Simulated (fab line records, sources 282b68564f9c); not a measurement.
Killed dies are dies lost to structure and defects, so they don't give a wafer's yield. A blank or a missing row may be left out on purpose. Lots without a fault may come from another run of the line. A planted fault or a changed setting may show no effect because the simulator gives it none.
Which tool did it? | flow rit_cmos | 7 lots, 21 wafers sampled, at 2 steps of a route of 202

WHAT THE GAUGES READ, wafer by wafer
RIT_CONTACT_THK_MEAS_01.
lot  | measured    | on            | CONTACT_TEOS_THK (nm)
L656 | day 3 08:05 | film_metro-01 | 401 401 405
L659 | day 3 22:31 | film_metro-03 | 394 403 397
L664 | day 4 23:06 | film_metro-04 | 406 361 405
L669 | day 6 01:04 | film_metro-04 | 398 410 408
L670 | day 6 04:48 | film_metro-01 | 392 394 402
L675 | day 7 06:55 | film_metro-04 | 399 396 402
L678 | day 7 23:11 | film_metro-04 | 394 397 406

WHICH TOOL RAN EACH LOT (tool, then ch and the chambers of the sampled wafers, then the start)
lot  | RIT_CONTACT_CVD_00
L656 | pecvd-01 ch 0,1, day 3 08:01
L659 | pecvd-01 ch 0,1, day 3 22:28
L664 | pecvd-03 ch 0,2, day 4 23:02
L669 | pecvd-01 ch 0,2, day 6 00:59
L670 | pecvd-01 ch 0,2, day 6 04:43
L675 | pecvd-04 ch 0,1, day 7 06:51
L678 | pecvd-04 ch 0,1, day 7 23:08
- RIT_CONTACT_CVD_00: deposits SiO2 from TEOS, target thk 400 nm, time 61 s.

THE ANSWER, worked out from the rows above alone
Rule: what is usual is taken from the lots themselves. Put in order of their means at a reading, lots are off if they are a third of the lots or fewer, leave a main group of 4 or more, and stand apart from it by a gap of 3 or more times the standard deviation of the main group's means; of several such gaps the widest counts. A main group whose means are all the same, to the digits that the tables above print for the reading, isn't used. A lot without any number at a reading at which 4 lots or more have one is off too. The other lots that the step has rows for count as sound.
No lot is off at any reading shown: from this, nothing can be told.

WHAT THE SIMULATOR HAD PUT IN
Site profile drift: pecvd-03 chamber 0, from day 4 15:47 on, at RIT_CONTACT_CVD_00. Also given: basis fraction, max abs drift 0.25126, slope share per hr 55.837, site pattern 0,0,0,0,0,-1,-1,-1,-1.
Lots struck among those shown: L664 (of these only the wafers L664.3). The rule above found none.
